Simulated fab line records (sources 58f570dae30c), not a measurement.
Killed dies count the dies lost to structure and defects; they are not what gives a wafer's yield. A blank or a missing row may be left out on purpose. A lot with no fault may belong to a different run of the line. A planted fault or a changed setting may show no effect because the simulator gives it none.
Code-filled problem report in 8D (eight disciplines) form    flow berkeley_cmos170    the parts of the form that need people (team, actions taken, sign-off) are left out

== 1. THE ISSUE ==
Mean of strip_time_to_endpoint_s at UCB170_V2_STRIP_15: 13.83 s across 6 wafers in 2 lots; on wafers with no fault it is 15.26 s (standard deviation 0.11). That puts it -13 standard deviations away from the usual mean.
The step: strips in O2.
First observed at day 12 18:13: wafer L631.1, on plasma_asher-03. Wafers with a number at this step in the record: 42, from 14 lots. Rule for "out" (also "out of limits"): further than 4 standard deviations from the usual mean. All remaining wafers that have a number are taken as sound.

== 2. WHAT THIS IS AND IS NOT ==
question                     is                        is not
which readings at this step  strip_time_to_endpoint_s  drypump_motor_current_A
which lots                   L631, L633                L614, L615, L616, L618, L619, L620, L621, L622, L623, L625, L626, L637
which wafers of those lots   all that have a number    -
read on which tools          plasma_asher-03           plasma_asher-01, plasma_asher-02
when                         from day 12 18:13         up to then (33 sound wafers); but 3 sound wafers of L637 came after

== 3. WHAT RULES OUT EACH SUSPECT ==
Counting: a tool at any process step up to the reading remains a suspect when it ran all the lots that are out and ran no sound lot after the first of those.
- litho_track-03 at UCB170_V2_COAT_07 (resist thk 900 nm): kept. It ran every lot that is out, first L631 (day 12 16:52), and no sound lot after that; its last sound lot up to then is L618 (day 10 01:53).
- plasma_asher-03 at UCB170_V2_STRIP_15 (strips in O2): ruled out as a lasting fault. The sound lots L637 went through it after L631, its earliest lot that is out (day 12 18:13).
Remaining after the count: litho_track-03 at UCB170_V2_COAT_07.

== 4. THE CAUSE (what the simulator had put in) ==
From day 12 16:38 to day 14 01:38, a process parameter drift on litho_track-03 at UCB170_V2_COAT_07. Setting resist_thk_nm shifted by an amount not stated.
Only this tool survived the counting.

== 5. THE CHAIN OF EFFECTS, in route order ==
Rows list readings where the struck wafers' mean (over those with a number) sits beyond 3 standard deviations from the usual. Scope: only readings with a usual standard deviation given in the record; hours: median across lots of the time from each lot's start at the first step in this table that gives one to its start at this step; sigmas: change in usual standard deviations.
hours  step                reading                   usual    on struck wafers  change  sigmas
0      UCB170_V2_STRIP_15  strip_time_to_endpoint_s  15.26 s  13.83             -1.43   -13
The process steps in it:
- UCB170_V2_STRIP_15: strips in O2.

== 6. HOW IT WOULD HAVE BEEN CAUGHT EARLIER ==
The fault began at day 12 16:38; the first out-of-limits reading in this record came at day 12 18:13, 2 hours later.
Of the tool readings at UCB170_V2_COAT_07 for which the record gives a usual standard deviation, none was out on any struck wafer, so an alarm limit of 4 standard deviations on them would not have fired.
Lots out: 2; of these, L633 started UCB170_V2_COAT_07 on litho_track-03 after day 12 18:13. It would have been spared by a hold on the tool at that moment.
